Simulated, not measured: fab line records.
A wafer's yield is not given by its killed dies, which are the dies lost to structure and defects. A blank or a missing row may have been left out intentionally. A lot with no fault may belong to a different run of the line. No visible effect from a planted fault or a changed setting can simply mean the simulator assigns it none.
fab line records	flow rit_cmos
record lots=5	wafers=23
route steps=202 shown ACTIVE@4 FOX2@23 PWELL@41 NRETRO@54 PRETRO@65 GATE@76
start_h: hours from the record's first day to the start of the lot's first wafer shown	wait_h: hours from the lot's prior step to this one	" identical to the entry in the row above	L1.1+2: several wafers, shown together as one row	- no value present, or no start provided	* or withheld: withheld	< > ~ a bound
route shown NAME@n: a module of which the file shows steps, and the number in the route of the first	usual: the fault-free wafers' mean and standard deviation	same: alike in all rows	chamber/n: place in a boat	sites: readings site by site	_std_site: standard deviation across them	_edge_site: mean of outer sites minus mean of inner sites	radius_mm: for every site, how far away it sits from the centre of the wafer	mask NAME#n: copy n	behind: tool/chamber where the wafer was last shaped	hold: what put the lot on hold/how long, in hours/how the hold closed	device: the n, p or np transistor that did not switch	end of line: the same wafers' tests at the end of the route	step lacking rows: just its recipe	killed: at the first sort, the dies lost to defects and structure; wafer yield is something else	map: per-die view of a wafer (x killed, . not killed, _ where there is no die)
set.NAME: setting as actually run; set.NAME@STEP: the setting as run at that earlier step	model.NAME: the simulator's own value behind a step, which no gauge read
one table per step and one row per wafer, for lots whose settings were changed on purpose
## steps
# step RIT_ACTIVE_CVD_03
# recipe material=Si3N4	target_thk_nm=150	temp_c=810	precursor=SiH2Cl2/NH3	time_s=1500	pressure_mtorr=300	sih2cl2_flow_sccm=60	nh3_flow_sccm=150
lot.wafer	tool	chamber	start_h	wait_h	set.temp_c	model.Si3N4_of_ACTIVE_CVD_03.thk_nm
L074.1	-	-	-	0.1	830.5	214.1
L074.2	"	-	"	"	830.5	212.9
L074.3	"	-	"	"	830.5	214
L074.5	"	-	"	"	830.5	214.9
L074.6	"	-	"	"	830.5	213.9
L079.1	-	-	-	0.1	810	149.4
L079.2	"	-	"	"	810	150.2
L079.3	"	-	"	"	810	149.2
L079.4	"	-	"	"	810	149.9
L079.6	"	-	"	"	810	148.6
L080.1+2	-	-	-	0.1	810	149.7
L080.4	"	-	"	"	810	150.6
L080.5	"	-	"	"	810	148.8
L080.6	"	-	"	"	810	150.5
L082.1	-	-	-	0.1	833.2	224.2
L082.3	"	-	"	"	833.2	224.5
L082.4	"	-	"	"	833.2	223.3
L082.5	"	-	"	"	833.2	224.6
L082.6	"	-	"	"	833.2	223.4
L083.1	lpcvd-02	0	57.11	0.1	810	152.3
L083.3	"	0	"	"	810	152.9
L083.5	"	0	"	"	810	152.4
# step RIT_ACTIVE_THK_MEAS_04
# recipe reads=Si3N4_of_ACTIVE_CVD_03
# usual ACTIVE_NITRIDE_THK=149.6/1.3
lot.wafer	tool	chamber	start_h	wait_h	set.temp_c@ACTIVE_CVD_03	ACTIVE_NITRIDE_THK[nm]
L074.1	film_metro-01	-	-	-	830.5	214.3
L074.2	"	-	"	"	830.5	213.0
L074.3	"	-	"	"	830.5	214.0
L074.5	"	-	"	"	830.5	214.9
L074.6	"	-	"	"	830.5	213.7
L079.1	film_metro-01	-	-	-	810	149.6
L079.2	"	-	"	"	810	150.2
L079.3	"	-	"	"	810	149.4
L079.4	"	-	"	"	810	149.8
L079.6	"	-	"	"	810	148.6
L080.1	film_metro-03	-	-	-	810	149.8
L080.2	"	-	"	"	810	149.9
L080.4	"	-	"	"	810	150.6
L080.5	"	-	"	"	810	148.7
L080.6	"	-	"	"	810	150.4
L082.1	film_metro-03	-	-	-	833.2	224.4
L082.3	"	-	"	"	833.2	224.4
L082.4	"	-	"	"	833.2	223.2
L082.5	"	-	"	"	833.2	224.8
L082.6	"	-	"	"	833.2	223.5
L083.1	film_metro-04	-	58.53	0.0	810	152.3
L083.3	"	-	"	"	810	153.0
L083.5	"	-	"	"	810	152.4
# step RIT_ACTIVE_DEVELOP_10
# recipe resist=NOVOLAK	develop_time_s=50	dev_temp_c=23
lot.wafer	tool	chamber	start_h	wait_h	set.dev_temp_c
L074.1+3+6	litho_track-04	0	-	-	19.99
L074.2+5	"	0	"	"	23
L079.1+3+4	litho_track-01	0	-	-	20.8
L079.2+6	"	0	"	"	23
L080.1+2+4	litho_track-04	0	-	-	23
L080.5+6	"	0	"	"	26.08
L082.1+4+5	litho_track-01	0	-	-	21.81
L082.3+6	"	0	"	"	23
L083.1+3+5	litho_track-01	0	-	-	23
# step RIT_ACTIVE_HARDBAKE_12
# recipe resist=NOVOLAK	temp_c=140	time_s=60
# step RIT_ACTIVE_ETCH_13
# recipe stop_on=SiO2	chemistry=SF6	target=Si3N4	time_s=210	over_etch_frac=0.4	SF6_flow_sccm=200	pressure_mtorr=260	rf_w=125	target_depth_a=2100
# usual oes_product_au=0.814/0.017
lot.wafer	tool	chamber	start_h	wait_h	set.temp_c@ACTIVE_CVD_03	oes_product_au
L074.1	rie_diel-04	0	14.83	0.1	830.5	0.952
L074.2	"	3	"	"	830.5	0.999
L074.3	"	1	"	"	830.5	0.976
L074.5	"	1	"	"	830.5	0.980
L074.6	"	0	"	"	830.5	0.951
L079.1	rie_diel-01	3	39.71	0.1	810	0.804
L079.2	"	2	"	"	810	0.823
L079.3	"	0	"	"	810	0.814
L079.4	"	1	"	"	810	0.813
L079.6	"	2	"	"	810	0.824
L080.1	rie_diel-02	0	44.71	0.1	810	0.828
L080.2	"	3	"	"	810	0.842
L080.4	"	3	"	"	810	0.836
L080.5	"	2	"	"	810	0.809
L080.6	"	0	"	"	810	0.836
L082.1	rie_diel-04	3	54.83	0.1	833.2	0.996
L082.3	"	0	"	"	833.2	0.947
L082.4	"	2	"	"	833.2	1.015
L082.5	"	1	"	"	833.2	0.984
L082.6	"	2	"	"	833.2	1.020
L083.1	rie_diel-01	3	59.86	0.1	810	0.812
L083.3	"	2	"	"	810	0.840
L083.5	"	2	"	"	810	0.831
# step RIT_FOX2_OXIDATION_00
# recipe temp_c=1100	ambient=H2O	target_thk_a=3507	p_h2o_torr=720	ox_time_s=1130
lot.wafer	tool	chamber	start_h	wait_h	set.temp_c	set.temp_c@ACTIVE_CVD_03	model.Si3N4_of_ACTIVE_CVD_03.thk_nm	model.SiO2_of_FOX2_OXIDATION_00.thk_nm
L074.1	-	-	-	0.0	1124	830.5	194.7	397.9
L074.2	"	-	"	"	1124	830.5	193.4	389.6
L074.3	"	-	"	"	1124	830.5	194.6	388.8
L074.5	"	-	"	"	1124	830.5	195.4	396.3
L074.6	"	-	"	"	1124	830.5	194.4	392.7
L079.1	-	-	-	0.0	1121	810	130	380.5
L079.2	"	-	"	"	1121	810	130.9	380.7
L079.3	"	-	"	"	1121	810	129.8	376.2
L079.4	"	-	"	"	1121	810	130.5	380.3
L079.6	"	-	"	"	1121	810	129.2	377
L080.1	-	-	-	0.0	1090	810	131.2	328.4
L080.2	"	-	"	"	1090	810	131.2	330.1
L080.4	"	-	"	"	1090	810	132.2	331.2
L080.5	"	-	"	"	1090	810	130.3	330.1
L080.6	"	-	"	"	1090	810	132.1	333.9
L082.1	-	-	-	0.0	1128	833.2	204.6	396.3
L082.3	"	-	"	"	1128	833.2	204.9	401.1
L082.4	"	-	"	"	1128	833.2	203.7	400.8
L082.5	"	-	"	"	1128	833.2	204.9	400.4
L082.6	"	-	"	"	1128	833.2	203.8	394.9
L083.1	furnace-04	0	63.24	0.1	1100	810	133.5	345.1
L083.3	"	0	"	"	1100	810	134.1	351.2
L083.5	"	0	"	"	1100	810	133.6	351.9
# step RIT_FOX2_THK_MEAS_01
# recipe reads=SiO2_of_FOX2_OXIDATION_00
# usual FOX2_OXIDE_THK=354/6.4
lot.wafer	tool	chamber	start_h	wait_h	set.temp_c@FOX2_OXIDATION_00	FOX2_OXIDE_THK[nm]
L074.1	film_metro-03	-	-	-	1124	398
L074.2	"	-	"	"	1124	389
L074.3	"	-	"	"	1124	389
L074.5	"	-	"	"	1124	397
L074.6	"	-	"	"	1124	393
L079.1	film_metro-01	-	-	-	1121	380
L079.2	"	-	"	"	1121	381
L079.3	"	-	"	"	1121	376
L079.4	"	-	"	"	1121	380
L079.6	"	-	"	"	1121	377
L080.1	film_metro-02	-	-	-	1090	328
L080.2	"	-	"	"	1090	330
L080.4	"	-	"	"	1090	331
L080.5	"	-	"	"	1090	330
L080.6	"	-	"	"	1090	334
L082.1	film_metro-03	-	-	-	1128	396
L082.3	"	-	"	"	1128	401
L082.4	"	-	"	"	1128	401
L082.5	"	-	"	"	1128	401
L082.6	"	-	"	"	1128	395
L083.1	film_metro-01	-	64.55	0.0	1100	345
L083.3	"	-	"	"	1100	351
L083.5	"	-	"	"	1100	352
# step RIT_FOX2_CLEAN_02
# recipe chemistry=dHF	dilution=50:1	time_s=180
# step RIT_FOX2_WET_ETCH_03
# recipe chemistry=H3PO4	target=Si3N4	target_depth_nm=195	temp_c=165	time_s=2700
# step RIT_FOX2_THK_MEAS_90
# recipe reads=SiO2_of_FOX2_OXIDATION_00
# usual FIELD_OXIDE_LEFT_1_THK=327/6.4
lot.wafer	tool	chamber	start_h	wait_h	set.temp_c@FOX2_OXIDATION_00	FIELD_OXIDE_LEFT_1_THK[nm]
L074.1	film_metro-03	-	19.33	0.0	1124	371
L074.2	"	-	"	"	1124	363
L074.3	"	-	"	"	1124	362
L074.5	"	-	"	"	1124	370
L074.6	"	-	"	"	1124	366
L079.1	film_metro-02	-	44.19	0.0	1121	353
L079.2	"	-	"	"	1121	353
L079.3	"	-	"	"	1121	349
L079.4	"	-	"	"	1121	353
L079.6	"	-	"	"	1121	350
L080.1	film_metro-03	-	49.35	0.0	1090	301
L080.2	"	-	"	"	1090	302
L080.4	"	-	"	"	1090	304
L080.5	"	-	"	"	1090	303
L080.6	"	-	"	"	1090	307
L082.1	film_metro-01	-	59.68	0.0	1128	369
L082.3	"	-	"	"	1128	373
L082.4	"	-	"	"	1128	374
L082.5	"	-	"	"	1128	373
L082.6	"	-	"	"	1128	367
L083.1	film_metro-02	-	65.44	0.0	1100	318
L083.3	"	-	"	"	1100	324
L083.5	"	-	"	"	1100	325
# step RIT_PWELL_SOFTBAKE_02
# recipe resist=NOVOLAK	temp_c=90	time_s=60
lot.wafer	tool	chamber	start_h	wait_h	set.temp_c
L074.1+2+3	litho_track-02	0	21.29	0.1	90
L074.5+6	"	0	"	"	87.6
L079.1+2+3+4+6	litho_track-02	0	46.10	0.1	90
L080.1+5+6	litho_track-02	0	51.41	0.1	90
L080.2+4	"	0	"	"	92.87
L082.1+3	litho_track-01	0	61.78	0.1	87.06
L082.4+5+6	"	0	"	"	90
L083.1+3+5	litho_track-02	0	67.65	0.1	90
# step RIT_PWELL_EXPOSE_03
# recipe mask_id=M3	na=0.57	target_cd_nm=43700	dose_mj=250
# step RIT_PWELL_PEB_04
# recipe resist=NOVOLAK	temp_c=withheld	time_s=withheld
# step RIT_PWELL_DEVELOP_05
# recipe resist=NOVOLAK	develop_time_s=68	dev_temp_c=23
lot.wafer	tool	chamber	start_h	wait_h	set.temp_c@PWELL_SOFTBAKE_02	model.NOVOLAK_of_PWELL_COAT_01.thk_nm
L074.1	litho_track-03	0	-	-	90	1298
L074.2	"	0	"	"	90	1300
L074.3	"	0	"	"	90	1303
L074.5	"	0	"	"	87.6	1310
L074.6	"	0	"	"	87.6	1312
L079.1	litho_track-02	0	-	-	90	1306
L079.2+6	"	0	"	"	90	1307
L079.3	"	0	"	"	90	1305
L079.4	"	0	"	"	90	1308
L080.1	litho_track-03	0	-	-	90	1300
L080.2	"	0	"	"	92.87	1292
L080.4	"	0	"	"	92.87	1291
L080.5	"	0	"	"	90	1303
L080.6	"	0	"	"	90	1301
L082.1	litho_track-01	0	-	-	87.06	1309
L082.3	"	0	"	"	87.06	1311
L082.4+6	"	0	"	"	90	1302
L082.5	"	0	"	"	90	1303
L083.1	litho_track-02	0	-	-	90	1302
L083.3	"	0	"	"	90	1298
L083.5	"	0	"	"	90	1299
# step RIT_PWELL_IMPLANT_08
# recipe species=B	energy_kev=170	dose_cm2=7e+13	tilt_deg=7
lot.wafer	tool	chamber	start_h	wait_h	set.energy_kev	model.implant.drp_nm
L074.1+6	implanter-03	0	22.25	0.2	176.7	103.9
L074.2+3+5	"	0	"	"	170	102.9
L079.1+3+6	implanter-03	0	47.09	0.2	163.9	101.6
L079.2+4	"	0	"	"	170	102.9
L080.1+4+6	implanter-03	0	52.28	0.2	163.3	101.4
L080.2+5	"	0	"	"	170	102.9
L082.1+5+6	implanter-02	0	62.77	0.2	163.1	101.4
L082.3+4	"	0	"	"	170	102.9
L083.1+3+5	implanter-01	0	68.64	0.2	170	102.9
# step RIT_NRETRO_COAT_01
# recipe resist=NOVOLAK	spin_rpm=2000	resist_thk_nm=1300
lot.wafer	tool	chamber	start_h	wait_h	set.spin_rpm	model.NOVOLAK_of_NRETRO_COAT_01.thk_nm
L074.1	litho_track-04	0	28.10	0.1	2000	1306
L074.2	"	0	"	"	1863	1354
L074.3	"	0	"	"	2000	1304
L074.5	"	0	"	"	1863	1351
L074.6	"	0	"	"	2000	1307
L079.1+2	litho_track-04	0	52.95	0.1	2069	1276
L079.3	"	0	"	"	2000	1295
L079.4	"	0	"	"	2069	1280
L079.6	"	0	"	"	2000	1301
L080.1+4	litho_track-04	0	58.14	0.1	2144	1258
L080.2	"	0	"	"	2000	1303
L080.5	"	0	"	"	2000	1300
L080.6	"	0	"	"	2000	1296
L082.1	litho_track-03	0	69.50	0.1	2000	1303
L082.3	"	0	"	"	2000	1301
L082.4	"	0	"	"	2000	1305
L082.5	"	0	"	"	2085	1276
L082.6	"	0	"	"	2085	1277
L083.1+5	litho_track-03	0	74.58	0.1	2000	1301
L083.3	"	0	"	"	2000	1299
# step RIT_NRETRO_SOFTBAKE_02
# recipe resist=NOVOLAK	temp_c=90	time_s=60
# step RIT_NRETRO_EXPOSE_03
# recipe mask_id=M4	na=0.57	target_cd_nm=43900	dose_mj=250
# step RIT_NRETRO_DEVELOP_05
# recipe resist=NOVOLAK	develop_time_s=68	dev_temp_c=23
# step RIT_NRETRO_HARDBAKE_07
# recipe resist=NOVOLAK	temp_c=140	time_s=120
lot.wafer	tool	chamber	start_h	wait_h	set.spin_rpm@NRETRO_COAT_01	model.NOVOLAK_of_NRETRO_COAT_01.thk_nm
L074.1	litho_track-03	0	28.87	0.0	2000	1142
L074.2	"	0	"	"	1863	1183
L074.3	"	0	"	"	2000	1140
L074.5	"	0	"	"	1863	1181
L074.6	"	0	"	"	2000	1143
L079.1	litho_track-04	0	53.84	0.0	2069	1116
L079.2	"	0	"	"	2069	1117
L079.3	"	0	"	"	2000	1132
L079.4	"	0	"	"	2069	1119
L079.6	"	0	"	"	2000	1138
L080.1+4	litho_track-04	0	58.90	0.0	2144	1100
L080.2	"	0	"	"	2000	1140
L080.5	"	0	"	"	2000	1137
L080.6	"	0	"	"	2000	1133
L082.1	litho_track-03	0	70.27	0.0	2000	1139
L082.3	"	0	"	"	2000	1138
L082.4	"	0	"	"	2000	1141
L082.5	"	0	"	"	2085	1116
L082.6	"	0	"	"	2085	1117
L083.1	litho_track-04	0	75.48	0.0	2000	1137
L083.3	"	0	"	"	2000	1136
L083.5	"	0	"	"	2000	1138
# step RIT_PRETRO_COAT_01
# recipe resist=NOVOLAK	spin_rpm=2000	resist_thk_nm=1300
lot.wafer	tool	chamber	start_h	wait_h	set.resist_thk_nm	model.NOVOLAK_of_PRETRO_COAT_01.thk_nm
L074.1	litho_track-01	0	29.65	0.1	1300	1300
L074.2	"	0	"	"	1223	1224
L074.3	"	0	"	"	1300	1294
L074.5	"	0	"	"	1223	1223
L074.6	"	0	"	"	1223	1225
L079.1	litho_track-04	0	54.62	0.1	1246	1253
L079.2	"	0	"	"	1300	1307
L079.3	"	0	"	"	1300	1306
L079.4	"	0	"	"	1300	1305
L079.6	"	0	"	"	1246	1251
L080.1+4	litho_track-04	0	59.69	0.1	1300	1297
L080.2	"	0	"	"	1300	1301
L080.5	"	0	"	"	1300	1299
L080.6	"	0	"	"	1300	1300
L082.1	litho_track-03	0	71.05	0.1	1300	1306
L082.3	"	0	"	"	1364	1367
L082.4	"	0	"	"	1300	1302
L082.5	"	0	"	"	1364	1366
L082.6	"	0	"	"	1300	1305
L083.1	litho_track-03	0	76.53	0.1	1300	1301
L083.3	"	0	"	"	1300	1296
L083.5	"	0	"	"	1300	1297
# step RIT_PRETRO_SOFTBAKE_02
# recipe resist=NOVOLAK	temp_c=90	time_s=60
# step RIT_PRETRO_EXPOSE_03
# recipe mask_id=M5	na=0.57	target_cd_nm=43700	dose_mj=250
# step RIT_PRETRO_DEVELOP_05
# recipe resist=NOVOLAK	develop_time_s=68	dev_temp_c=23
# step RIT_PRETRO_HARDBAKE_07
# recipe resist=NOVOLAK	temp_c=140	time_s=120
lot.wafer	tool	chamber	start_h	wait_h	set.resist_thk_nm@PRETRO_COAT_01	model.NOVOLAK_of_PRETRO_COAT_01.thk_nm
L074.1	litho_track-03	0	30.42	0.0	1300	1137
L074.2+6	"	0	"	"	1223	1072
L074.3	"	0	"	"	1300	1132
L074.5	"	0	"	"	1223	1071
L079.1	litho_track-04	0	55.51	0.0	1246	1096
L079.2	"	0	"	"	1300	1143
L079.3	"	0	"	"	1300	1142
L079.4	"	0	"	"	1300	1141
L079.6	"	0	"	"	1246	1095
L080.1+4	litho_track-03	0	60.49	0.0	1300	1134
L080.2	"	0	"	"	1300	1138
L080.5+6	"	0	"	"	1300	1136
L082.1	litho_track-04	0	71.92	0.0	1300	1142
L082.3	"	0	"	"	1364	1195
L082.4	"	0	"	"	1300	1139
L082.5	"	0	"	"	1364	1194
L082.6	"	0	"	"	1300	1141
L083.1	litho_track-01	0	77.42	0.0	1300	1138
L083.3	"	0	"	"	1300	1133
L083.5	"	0	"	"	1300	1135
# step RIT_GATE_CLEAN_01
# recipe chemistry=SC1	mix=3:3:50	time_s=600	temp_c=75
lot.wafer	tool	chamber	start_h	wait_h	set.time_s
L074.1+2+3+5+6	-	-	-	0.0	650.7
L079.1+2+3+4+6	-	-	-	0.0	600
L080.1+2+4+5+6	-	-	-	0.0	647.2
L082.1+3+4+5+6	-	-	-	0.0	600
L083.1+3+5	wet_bench-04	2	78.08	0.0	600
# step RIT_GATE_CLEAN_02
# recipe chemistry=dHF	dilution=50:1	time_s=30
# step RIT_GATE_CLEAN_03
# recipe chemistry=SC2	mix=3:3:50	time_s=600	temp_c=75	dry=n2_spin
# step RIT_GATE_CLEAN_04
# recipe chemistry=dHF	dilution=50:1	time_s=60	dry=n2_spin
# step RIT_FOX2_THK_MEAS_91
# recipe reads=SiO2_of_FOX2_OXIDATION_00
# usual FIELD_OXIDE_LEFT_2_THK=259/6.6
lot.wafer	tool	chamber	start_h	wait_h	set.temp_c@FOX2_OXIDATION_00	FIELD_OXIDE_LEFT_2_THK[nm]
L074.1	film_metro-01	-	31.48	0.0	1124	304
L074.2	"	-	"	"	1124	295
L074.3	"	-	"	"	1124	294
L074.5	"	-	"	"	1124	302
L074.6	"	-	"	"	1124	298
L079.1	film_metro-01	-	56.58	0.0	1121	285
L079.2	"	-	"	"	1121	285
L079.3	"	-	"	"	1121	281
L079.4	"	-	"	"	1121	285
L079.6	"	-	"	"	1121	282
L080.1	film_metro-01	-	61.57	0.0	1090	233
L080.2	"	-	"	"	1090	234
L080.4	"	-	"	"	1090	235
L080.5	"	-	"	"	1090	234
L080.6	"	-	"	"	1090	238
L082.1	film_metro-02	-	72.97	0.0	1128	300
L082.3	"	-	"	"	1128	305
L082.4	"	-	"	"	1128	305
L082.5	"	-	"	"	1128	304
L082.6	"	-	"	"	1128	299
L083.1	film_metro-02	-	78.49	0.0	1100	250
L083.3	"	-	"	"	1100	256
L083.5	"	-	"	"	1100	257
# step RIT_GATE_SOFTBAKE_12
# recipe resist=NOVOLAK	temp_c=90	time_s=60
lot.wafer	tool	chamber	start_h	wait_h	set.temp_c
L074.1+3+5	litho_track-04	0	34.90	0.1	93.15
L074.2+6	"	0	"	"	90
L079.1+2+6	litho_track-01	0	60.01	0.1	90
L079.3+4	"	0	"	"	87.16
L080.1+5	litho_track-04	0	66.81	0.1	91.11
L080.2+4+6	"	0	"	"	90
L082.1+3	litho_track-04	0	76.39	0.1	90
L082.4+5+6	"	0	"	"	92.01
L083.1+3+5	litho_track-02	0	82.20	0.1	90
## key
split step=RIT_ACTIVE_CVD_03	setting=temp_c	stated=810	by=lot
response step=RIT_ACTIVE_CVD_03	reading=model.Si3N4_of_ACTIVE_CVD_03.thk_nm	change=+25.5	per=1%	r=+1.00
response step=RIT_ACTIVE_THK_MEAS_04	reading=ACTIVE_NITRIDE_THK	change=+25.5	per=1%	r=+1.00
response step=RIT_ACTIVE_ETCH_13	reading=oes_product_au	change=+0.0586	per=1%	r=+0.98
response step=RIT_FOX2_OXIDATION_00	reading=model.Si3N4_of_ACTIVE_CVD_03.thk_nm	change=+25.2	per=1%	r=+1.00
split step=RIT_ACTIVE_DEVELOP_10	setting=dev_temp_c	stated=23	by=wafer
response none clear
split step=RIT_FOX2_OXIDATION_00	setting=temp_c	stated=1100	by=lot
response step=RIT_FOX2_OXIDATION_00	reading=model.SiO2_of_FOX2_OXIDATION_00.thk_nm	change=+19.2	per=1%	r=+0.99
response step=RIT_FOX2_THK_MEAS_01	reading=FOX2_OXIDE_THK	change=+19.3	per=1%	r=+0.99
response step=RIT_FOX2_THK_MEAS_90	reading=FIELD_OXIDE_LEFT_1_THK	change=+19.2	per=1%	r=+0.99
response step=RIT_FOX2_THK_MEAS_91	reading=FIELD_OXIDE_LEFT_2_THK	change=+19.3	per=1%	r=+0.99
split step=RIT_PWELL_SOFTBAKE_02	setting=temp_c	stated=90	by=wafer
response step=RIT_PWELL_DEVELOP_05	reading=model.NOVOLAK_of_PWELL_COAT_01.thk_nm	change=-3.04	per=1%	r=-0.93
split step=RIT_PWELL_IMPLANT_08	setting=energy_kev	stated=170	by=wafer
response step=RIT_PWELL_IMPLANT_08	reading=model.implant.drp_nm	change=+0.344	per=1%	r=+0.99
split step=RIT_NRETRO_COAT_01	setting=spin_rpm	stated=2000	by=wafer
response step=RIT_NRETRO_COAT_01	reading=model.NOVOLAK_of_NRETRO_COAT_01.thk_nm	change=-6.25	per=1%	r=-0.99
response step=RIT_NRETRO_HARDBAKE_07	reading=model.NOVOLAK_of_NRETRO_COAT_01.thk_nm	change=-5.38	per=1%	r=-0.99
split step=RIT_PRETRO_COAT_01	setting=resist_thk_nm	stated=1300	by=wafer
response step=RIT_PRETRO_COAT_01	reading=model.NOVOLAK_of_PRETRO_COAT_01.thk_nm	change=+12.5	per=1%	r=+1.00
response step=RIT_PRETRO_HARDBAKE_07	reading=model.NOVOLAK_of_PRETRO_COAT_01.thk_nm	change=+10.8	per=1%	r=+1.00
split step=RIT_GATE_CLEAN_01	setting=time_s	stated=600	by=lot
response none clear
split step=RIT_GATE_SOFTBAKE_12	setting=temp_c	stated=90	by=wafer
response none in this file
